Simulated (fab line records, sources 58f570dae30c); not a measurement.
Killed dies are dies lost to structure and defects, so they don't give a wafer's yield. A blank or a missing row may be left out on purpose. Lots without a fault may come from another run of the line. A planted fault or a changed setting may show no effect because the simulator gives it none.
fab line records | flow berkeley_cmos170 | part 2 of 2: steps 29 to 40 of 40
record lots=5 wafers=15 last_day=13
route steps=331 shown NSD@207 PLDD@208 NLDD@209 SILICIDE@210 CONTACT@216 M1@238
lots that met no fault: from a run of the same line without faults
start_h: hours from the record's first day to the start of the lot's first wafer shown | wait_h: hours since the lot's step before | " the same as in the row above | L1.1+2: a row that stands for several wafers | - no value, or no start given | * or withheld: withheld | < > ~ a bound
route shown NAME@n: a module of which the file shows steps, and the number in the route of the first | usual: mean/standard deviation of fault-free wafers | same: alike in all rows | chamber/n: place in a boat | sites: the reading at each site | _std_site: their standard deviation | _edge_site: outer sites' mean less inner sites' | radius_mm: how far each site lies from the wafer's centre | mask NAME#n: copy n | behind: the tool/chamber that last shaped the wafer | hold: why the lot was held/for how many hours/how that ended | device: the transistor (n, p or np) that didn't switch | end of line: the same wafers' tests at the end of the route | a step without rows: its recipe alone | killed: dies lost to structure and defects at the first sort, not the wafer's yield | map: a wafer's dies, x killed, . not, _ none there
set.NAME: the setting as run; set.NAME@STEP: as run at that earlier step | model.NAME: the simulator's own value behind a step, which no gauge read
lots at some steps of the route; a table a step, a row a wafer
services: from which hour (start_h, from the record's first day; less than 0 if before it) a tool's chamber was out of use, for how many hours, and why
## steps
# step UCB170_CONTACT_STRIP_19
# recipe chemistry=O2 power_w=400 pressure_mtorr=3500 platen_temp_c=withheld o2_flow_sccm=400 overash_fraction=0.5
# usual drypump_motor_current_A=5.58/0.29 oes_product_au=0.726/0.0044
# columns lot.wafer tool chamber start_h wait_h drypump_motor_current_A oes_product_au rf_hours_counter_h
L076.2 plasma_asher-01 1 183.84 - 5.92 0.739 47
L076.3 " 0 " " 5.90 0.731 -
L076.5 " 1 " " 5.92 0.724 -
L077.1 plasma_asher-02 0 185.70 - 5.58 0.718 37
L077.2 " 1 " " 5.21 0.732 37
L077.6 " 1 " " 5.21 0.720 -
L078.2 plasma_asher-01 1 194.69 - 5.90 0.725 48
L078.4 " 0 " " 5.90 0.726 -
L078.6 " 0 " " 5.89 0.721 -
L091.1 plasma_asher-01 1 260.35 - 5.92 0.723 56
L091.2 " 0 " " 5.89 0.723 56
L091.5 " 1 " " 5.89 0.725 -
L096.2 plasma_asher-04 0 286.96 - 5.21 0.730 58
L096.5 " 0 " " 5.21 0.724 -
L096.6 " 1 " " 5.86 0.722 -
# step UCB170_CONTACT_CD_MEAS_90
# recipe target_cd_nm=700
# usual cd_nm=699.8/1.9
# columns lot.wafer tool chamber start_h wait_h cd_nm
L076.2 cd_sem-02 - 183.96 0.1 701.4
L076.3 " - " " 703.2
L076.5 " - " " 700.7
L077.1 cd_sem-01 - 185.80 0.1 701.8
L077.2 " - " " 697.2
L077.6 " - " " 698.1
L078.2 cd_sem-02 - 194.81 0.1 698.3
L078.4 " - " " 698.2
L078.6 " - " " 698.7
L091.1 cd_sem-01 - 260.45 0.1 697.4
L091.2 " - " " 699.4
L091.5 " - " " 699.7
L096.2 cd_sem-02 - 287.08 0.1 698.0
L096.5 " - " " 699.3
L096.6 " - " " 699.0
# step UCB170_CONTACT_CLEAN_20
# recipe chemistry=SPM temp_c=120 time_s=600
# usual bath_guard_temp_C=119.9/0.43
# columns lot.wafer tool chamber start_h wait_h bath_guard_temp_C
L076.2 wet_bench-01 3 184.19 0.2 119.9
L076.3 " 3 " " 119.9
L076.5 " 3 " " 120.0
L077.1 wet_bench-04 3 185.92 0.1 120.4
L077.2 " 3 " " 120.6
L077.6 " 3 " " 120.4
L078.2 wet_bench-04 2 194.91 0.1 119.9
L078.4 " 2 " " 119.3
L078.6 " 2 " " 119.9
L091.1 wet_bench-02 1 260.57 0.1 119.8
L091.2 " 1 " " 119.3
L091.5 " 1 " " 119.7
L096.2 wet_bench-01 2 287.18 0.1 119.3
L096.5 " 2 " " 119.6
L096.6 " 2 " " 119.3
# step UCB170_M1_SPUTTER_00
# recipe material=Al target_thk_nm=600 time_s=80 power_w=6000 chamber_pressure_pa=0.5
# usual chamber_pressure_pa=0.5000/0.00098 throttle_valve_pct=30.2/1.3
# columns lot.wafer tool chamber start_h wait_h chamber_pressure_pa throttle_valve_pct
L076.2 pvd_sputter-03 - 184.36 0.0 0.5004 28.3
L076.3 " - " " 0.4989 27.6
L076.5 " - " " 0.5011 28.3
L077.1 pvd_sputter-02 - 186.13 0.0 0.4982 30.7
L077.2 " - " " 0.4991 29.4
L077.6 " - " " 0.4989 29.6
L078.2 pvd_sputter-02 - 195.09 0.0 0.5002 30.2
L078.4 " - " " 0.5005 31.4
L078.6 " - " " 0.5009 31.3
L091.1 pvd_sputter-03 - 260.77 0.0 0.4996 32.0
L091.2 " - " " 0.5001 31.0
L091.5 " - " " 0.5018 32.4
L096.2 pvd_sputter-02 - 287.38 0.0 0.5011 30.2
L096.5 " - " " 0.4991 31.2
L096.6 " - " " 0.4990 31.3
# step UCB170_M1_RS_MEAS_01
# recipe thk_meas_gauge=four-point-probe reads=Al_of_M1_SPUTTER_00
# usual M1_AL_RS=0.0488/0.00061
# columns lot.wafer tool chamber start_h wait_h M1_AL_RS[ohm/sq]
L076.2 film_metro-01 - 184.45 0.1 0.0486
L076.3 " - " " 0.0497
L076.5 " - " " 0.0487
L077.1 film_metro-03 - 186.19 0.0 0.0486
L077.2 " - " " 0.0491
L077.6 " - " " 0.0491
L078.2 film_metro-01 - 195.17 0.1 0.0492
L078.4 " - " " 0.0489
L078.6 " - " " 0.0496
L091.1 film_metro-01 - 260.83 0.0 0.0479
L091.2 " - " " 0.0476
L091.5 " - " " 0.0481
L096.2 film_metro-02 - 287.46 0.1 0.0496
L096.5 " - " " 0.0497
L096.6 " - " " 0.0486
# step UCB170_M1_THK_MEAS_02
# recipe thk_meas_gauge=xrf reads=Al_of_M1_SPUTTER_00
# usual M1_AL_THK=591/8.2
# columns lot.wafer tool chamber start_h wait_h M1_AL_THK[nm]
L076.2 film_metro-01 - 184.56 0.1 598
L076.3 " - " " 581
L076.5 " - " " 591
L077.1 film_metro-03 - 186.31 0.1 595
L077.2 " - " " 594
L077.6 " - " " 592
L078.2 film_metro-01 - 195.28 0.1 583
L078.4 " - " " 590
L078.6 " - " " 582
L091.1 film_metro-01 - 260.95 0.1 606
L091.2 " - " " 613
L091.5 " - " " 601
L096.2 film_metro-02 - 287.57 0.1 574
L096.5 " - " " 579
L096.6 " - " " 589
# step UCB170_M1_COAT_03
# recipe resist=BARC temp_c=withheld time_s=withheld spin_rpm=3000 resist_thk_nm=withheld
# columns lot.wafer tool chamber start_h wait_h
L076.2+3+5 litho_track-01 0 184.90 0.3
L077.1+2+6 litho_track-02 0 186.59 0.3
L078.2+4+6 litho_track-03 0 195.35 0.1
L091.1+2+5 litho_track-03 0 261.01 0.1
L096.2+5+6 litho_track-01 0 288.03 0.4
# step UCB170_M1_COAT_04
# recipe resist=KrF spin_rpm=1500 resist_thk_nm=900
# columns lot.wafer tool chamber start_h wait_h
L076.2+3+5 litho_track-01 0 - -
L077.1+2+6 litho_track-02 0 - -
L078.2+4+6 litho_track-03 0 - -
L091.1+2+5 litho_track-03 0 - -
L096.2+5+6 litho_track-01 0 - -
# step UCB170_M1_SOFTBAKE_05
# recipe resist=KrF temp_c=130 time_s=60
# columns lot.wafer tool chamber start_h wait_h
L076.2+3+5 litho_track-01 0 - -
L077.1+2+6 litho_track-02 0 - -
L078.2+4+6 litho_track-03 0 - -
L091.1+2+5 litho_track-03 0 - -
L096.2+5+6 litho_track-01 0 - -
# step UCB170_M1_EXPOSE_06
# recipe mask_id=METAL1 target_cd_nm=700 na=0.5 sigma_outer=0.6 source_shape=conventional dose_mj=21
# columns lot.wafer tool chamber start_h wait_h mask
L076.2+3+5 krf_scanner-02 0 185.46 - METAL1#0
L077.1+2+6 krf_scanner-02 0 187.06 - METAL1#0
L078.2+4+6 krf_scanner-01 0 195.92 - METAL1#0
L091.1+2+5 krf_scanner-02 0 261.48 - METAL1#0
L096.2+5+6 krf_scanner-02 0 288.47 - METAL1#0
# step UCB170_M1_PEB_07
# recipe peb_temp_c=130 peb_time_s=withheld resist=KrF
# columns lot.wafer tool chamber start_h wait_h
L076.2+3+5 litho_track-03 0 185.90 0.4
L077.1+2+6 litho_track-03 0 187.32 0.2
L078.2+4+6 litho_track-02 0 196.05 0.1
L091.1+2+5 litho_track-01 0 261.59 0.1
L096.2+5+6 litho_track-03 0 288.72 0.2
# step UCB170_M1_DEVELOP_08
# recipe developer=TMAH develop_time_s=45 resist=KrF dev_temp_c=21
# columns lot.wafer tool chamber start_h wait_h
L076.2+3+5 litho_track-03 0 - -
L077.1+2+6 litho_track-03 0 - -
L078.2+4+6 litho_track-02 0 - -
L091.1+2+5 litho_track-01 0 - -
L096.2+5+6 litho_track-03 0 - -
## services
# columns tool chamber start_h hours kind
krf_scanner-02 - 156.38 4.4 pm
rtp_anneal-02 - 157.31 101.4 pm
plasma_asher-01 - 158.69 1.4 repair
krf_scanner-02 - 161.45 0.9 repair
rie_diel-03 - 176.46 0.5 repair
pvd_sputter-03 - 177.99 3.9 repair
pvd_sputter-01 - 183.19 2.5 repair
krf_scanner-01 - 186.74 0.8 pm
lpcvd-02 - 187.00 14.6 pm
plasma_asher-02 - 203.56 1.6 repair
rie_diel-01 1 212.68 2.6 repair
plasma_asher-01 - 218.85 1.7 repair
krf_scanner-02 - 219.33 1.0 pm
plasma_asher-04 - 224.19 13.4 repair
rie_diel-01 1 224.83 2.5 repair
pvd_sputter-02 - 229.91 1.8 repair
plasma_asher-02 - 246.95 1.9 repair
plasma_asher-04 - 248.66 2.8 pm
wet_bench-02 - 256.50 3.8 repair
krf_scanner-01 - 258.82 1.0 pm
krf_scanner-02 0 260.60 - calibration
rie_diel-03 2 267.37 12.4 repair
rie_diel-03 2 279.75 - clean
rie_diel-01 - 281.10 0.1 repair
